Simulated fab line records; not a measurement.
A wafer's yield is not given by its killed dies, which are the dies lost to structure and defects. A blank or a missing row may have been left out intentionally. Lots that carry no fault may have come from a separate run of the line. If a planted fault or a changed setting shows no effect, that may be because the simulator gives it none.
Which tool was responsible? :: flow berkeley cmos170 :: 7 lots, 21 wafers sampled, at 2 steps of a route of 331

## WHAT EACH GAUGE READ, for each wafer
UCB170_NWELL_THK_MEAS_05.
lot: L279
measured: day 2 12:51
on: film metro-04
NWELL_NITRIDE_THK (nm): 226.6 229.3 228.8

lot: L281
measured: day 3 00:22
on: film metro-04
NWELL_NITRIDE_THK (nm): 227.8 228.4 226.3

lot: L283
measured: day 3 13:11
on: film metro-04
NWELL_NITRIDE_THK (nm): 224.5 226.8 224.7

lot: L288
measured: day 4 14:49
on: film metro-03
NWELL_NITRIDE_THK (nm): 225.5 224.3 224.1

lot: L290
measured: day 4 22:43
on: film metro-03
NWELL_NITRIDE_THK (nm): 218.3 220.6 218.4

lot: L292
measured: day 5 06:22
on: film metro-01
NWELL_NITRIDE_THK (nm): 294.5 295.0 296.8

lot: L294
measured: day 5 17:52
on: film metro-03
NWELL_NITRIDE_THK (nm): 299.3 296.9 297.1

## TOOL THAT RAN EACH LOT (tool first, then ch and the chambers of the sampled wafers, then the start)
lot: L279
UCB170_NWELL_CVD_04: lpcvd-01 ch 1, day 2 10:54

lot: L281
UCB170_NWELL_CVD_04: lpcvd-01 ch 0, day 2 22:25

lot: L283
UCB170_NWELL_CVD_04: lpcvd-01 ch 0, day 3 11:15

lot: L288
UCB170_NWELL_CVD_04: lpcvd-01 ch 1, day 4 12:52

lot: L290
UCB170_NWELL_CVD_04: lpcvd-01 ch 0, day 4 20:46

lot: L292
UCB170_NWELL_CVD_04: lpcvd-01 ch 0, day 5 03:28

lot: L294
UCB170_NWELL_CVD_04: lpcvd-01 ch 0, day 5 15:55
- UCB170_NWELL_CVD_04: deposits Si3N4 from SiH2Cl2/NH3, target thk 224 nm, time 3360 s.

## THE ANSWER, worked out from the rows above alone
Rule: usual is defined by the lots themselves. Put in order of their means at a reading, lots are off if they are a third of the lots or fewer, leave a main group of 4 or more, and stand apart from it by a gap of 3 or more times the standard deviation of the main group's means; of several such gaps the widest counts. Not used: any main group whose means are identical at the precision the tables above print for the reading. A lot without any number at a reading at which 4 lots or more have one is off too. Any other lot the step has rows for is counted as sound.
Off: L292, L294, at UCB170_NWELL_THK_MEAS_05 (NWELL_NITRIDE_THK). The main group: mean 225.0 nm, standard deviation 3.2.
If a tool, at a process step before that reading, ran all the lots that are off and no sound lot after the first of them, it fits. Those tools and the gauges at UCB170_NWELL_THK_MEAS_05 are tried in the same way. One candidate fits, namely lpcvd-01 at UCB170_NWELL_CVD_04. A fault onset in the window from L290 (day 4 20:46, its last sound lot) to L292 (day 5 03:28, its first lot off) fits.

## WHAT WAS PUT IN BY THE SIMULATOR
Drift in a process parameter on lpcvd-01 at UCB170_NWELL_CVD_04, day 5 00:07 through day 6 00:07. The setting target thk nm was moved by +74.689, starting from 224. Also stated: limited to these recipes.
Lots struck among those shown: L292, L294. The rule above reached the same finding.
